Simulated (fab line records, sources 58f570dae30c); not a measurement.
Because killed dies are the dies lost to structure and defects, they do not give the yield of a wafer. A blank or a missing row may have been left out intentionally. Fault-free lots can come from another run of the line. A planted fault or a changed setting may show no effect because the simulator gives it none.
A lot that was struck, set against a sound lot / flow berkeleyCmos170 / 44 out of 331 route steps
Sound: these wafers, L659.3, L659.5, L659.6. The struck wafers were L665.1, L665.3, L665.5. The cause comes at the end.
At each step with rows: each side's tool, then ch and its chambers, then its first start. Under that, the readings that differ: sound wafers / struck wafers / difference of the means / sigmas: that difference in standard deviations of wafers without a fault.
alike: a reading whose means differ by less than 2 such deviations, as well as words and numbers matching on both sides. not compared: withheld readings; readings where some wafer has no value; bounds like >300 that might hide an equal value; numbers whose values overlap and for which the record gives no deviation.
The two part at a step that has a row with sigmas, a row that says differs or no value, or rows on one side only. Numbers that don't overlap but have no deviation are shown without sigmas and don't part them. Lack of a reading on every wafer of one side parts them only where that side has two or more wafers.

UCB170_GATE_ETCH_15: etches poly-Si in HBr/Cl2, stops on SiO2, time 56.3 s, target depth 278.2 nm.
  sound on rieSi-02 ch 1,2,3, day 7 13:55; struck on rieSi-01 ch 1,3, day 8 14:17
  alike: biasW, drypumpMotorCurrentA, oesProductAu, rfFwdPowerW, throttleValvePct
  not compared: rfHoursCounterH
UCB170_GATE_STRIP_16: strips in O2.
  sound on plasmaAsher-02 ch 0,1, day 7 14:00; struck on plasmaAsher-04 ch 0,1, day 8 14:20
  alike: drypumpMotorCurrentA, oesProductAu
  not compared: rfHoursCounterH
UCB170_GATE_CD_MEAS_90 targets a cd of 350 nm.
  sound: cdSem-01 at day 7 14:06; struck: cdSem-01 at day 8 14:26
  alike: cdNm
then, 7 steps without rows for these wafers: UCB170_GATE_CLEAN_17 (cleans in SPM, time 600 s); UCB170_PLDD_HMDS_00 (prime time 60 s); UCB170_PLDD_COAT_01 (resist thk 900 nm); UCB170_PLDD_SOFTBAKE_02 (time 60 s); UCB170_PLDD_EXPOSE_03 (exposes mask PSELECT, target cd 1200 nm); UCB170_PLDD_PEB_04; UCB170_PLDD_DEVELOP_05 (develop time 45 s).
UCB170_PLDD_CD_MEAS_06 targets a cd of 1200 nm.
  sound: cdSem-01 at day 7 15:45; struck: cdSem-02 at day 8 15:52
reading=cdNm (nm); sound=1201.7 1203.1 1202.5; struck=1199.6 1197.3 1199.2; difference=-3.7; sigmas=-2
UCB170_PLDD_OVL_MEAS_07:
  sound: overlay-02 at day 7 15:50; struck: overlay-02 at day 8 15:59
  alike: PLDD_OVL
UCB170_PLDD_IMPLANT_08:
  sound on implanter-02 ch 0, day 7 15:55; struck on implanter-01 ch 0, day 8 16:01
reading=beamEnergyKeV; sound=9.998 9.993 9.994; struck=6.502 6.500 6.506; difference=-3.492; sigmas=-99 or more
reading=beamOnS (s); sound=10.07 10.00 9.81; struck=14.71 14.74 14.76; difference=+4.78; sigmas=+24
reading=faradayCurrentUA; sound=158 159 162; struck=108 107 107; difference=-52; sigmas=-16
reading=model.implant.rpNm (nm); sound=10 10 10; struck=7.603 7.603 7.603; difference=-2.397; sigmas=
reading=model.implant.drpNm (nm); sound=6.005 6.005 6.005; struck=4.475 4.475 4.475; difference=-1.530; sigmas=
then, 1 step without rows for these wafers: UCB170_PLDD_IMPLANT_09.
UCB170_PLDD_STRIP_10: strips in O2.
  sound on plasmaAsher-04 ch 0,1, day 7 16:12; struck on plasmaAsher-01 ch 0,1, day 8 16:19
reading=drypumpMotorCurrentA (A); sound=6.3 5.8 6.3; struck=5.1 5.3 5.3; difference=-0.9; sigmas=-2
reading=stripTimeToEndpointS (s); sound=21.70 21.71 21.67; struck=21.61 21.51 21.58; difference=-0.13; sigmas=-2
  alike: oesProductAu
  not compared: rfHoursCounterH
UCB170_PLDD_TW_MEAS_11:
  sound: filmMetro-04 at day 7 16:17; struck: filmMetro-04 at day 8 16:25
reading=PLDD_TW; sound=1013 1017 1019; struck=961 958 956; difference=-58; sigmas=-5
then, 7 steps without rows for these wafers: UCB170_PLDD_CLEAN_12 (cleans in SPM, time 600 s); UCB170_NLDD_HMDS_00 (prime time 60 s); UCB170_NLDD_COAT_01 (resist thk 900 nm); UCB170_NLDD_SOFTBAKE_02 (time 60 s); UCB170_NLDD_EXPOSE_03 (exposes mask NSELECT, target cd 1200 nm); UCB170_NLDD_PEB_04; UCB170_NLDD_DEVELOP_05 (develop time 45 s).
UCB170_NLDD_CD_MEAS_06 targets a cd of 1200 nm.
  sound: cdSem-02 at day 7 18:22; struck: cdSem-01 at day 8 17:46
  alike: cdNm
UCB170_NLDD_OVL_MEAS_07:
  sound: overlay-02 at day 7 18:28; struck: overlay-02 at day 8 17:53
  alike: NLDD_OVL
then, 3 steps without rows for these wafers: UCB170_NLDD_IMPLANT_08; UCB170_NLDD_IMPLANT_09; UCB170_NLDD_STRIP_10 (strips in O2).
UCB170_NLDD_TW_MEAS_11:
  sound: filmMetro-04 at day 7 18:55; struck: filmMetro-04 at day 8 18:19
  alike: NLDD_TW
then, 1 step without rows for these wafers: UCB170_NLDD_CLEAN_12 (cleans in SPM, time 600 s).
UCB170_SPACER_CVD_00: deposits SiO2 from TEOS/O2, target thk 376 nm, time 47 s.
  sound on pecvd-03 ch 1,2, day 7 19:10; struck on pecvd-01 ch 0,1,2, day 8 18:34
reading=heaterPowerW (W); sound=193 205 313; struck=320 350 307; difference=+89; sigmas=+2
  alike: rfFwdPowerW
  not compared: sinceWetCleanH
UCB170_SPACER_THK_MEAS_01:
  sound: filmMetro-01 at day 7 19:14; struck: filmMetro-04 at day 8 18:38
  alike: SPACER_TEOS_THK
then, 1 step without rows for these wafers: UCB170_SPACER_ANNEAL_02 (time 1800 s).
UCB170_SPACER_ETCHBACK_03: etches SiO2 in CHF3/CF4/Ar, stops on Si, target depth 376 nm, time 100 s.
  sound on rieDiel-04 ch 1,2,3, day 7 21:59; struck on rieDiel-04 ch 1,2,3, day 9 00:11
  alike: drypumpMotorCurrentA, oesProductAu, rfFwdPowerW, throttleValvePct
  not compared: rfHoursCounterH
then, 6 steps without rows for these wafers: UCB170_PSD_HMDS_00 (prime time 60 s); UCB170_PSD_COAT_01 (resist thk 900 nm); UCB170_PSD_SOFTBAKE_02 (time 60 s); UCB170_PSD_EXPOSE_03 (exposes mask PSELECT MOD, target cd 1200 nm); UCB170_PSD_PEB_04; UCB170_PSD_DEVELOP_05 (develop time 45 s).
UCB170_PSD_CD_MEAS_06 targets a cd of 1200 nm.
  sound: cdSem-01 at day 8 00:18; struck: cdSem-02 at day 9 02:11
  alike: cdNm
UCB170_PSD_OVL_MEAS_07:
  sound: overlay-02 at day 8 00:23; struck: overlay-02 at day 9 02:18
  alike: PSD_OVL
UCB170_SDANNEAL_RS_MEAS_04: the measuring method here is four-point-probe.
  sound: filmMetro-01 at day 8 04:58; struck: filmMetro-02 at day 9 07:47
reading=PLDD_RS (ohm/sq); sound=1027.6 1028.1 1027.9; struck=1043.5 1045.6 1045.8; difference=+17.1; sigmas=+6
UCB170_M3_PROBE_99:
  the record holds rows for the sound wafers here (prober-02, day 9 07:38) but none for the struck ones

## WHERE THEY PART
Last at UCB170_M3_PROBE_99 as far as this record goes, first at UCB170_PLDD_CD_MEAS_06.

WHY: what had been put in by the simulator
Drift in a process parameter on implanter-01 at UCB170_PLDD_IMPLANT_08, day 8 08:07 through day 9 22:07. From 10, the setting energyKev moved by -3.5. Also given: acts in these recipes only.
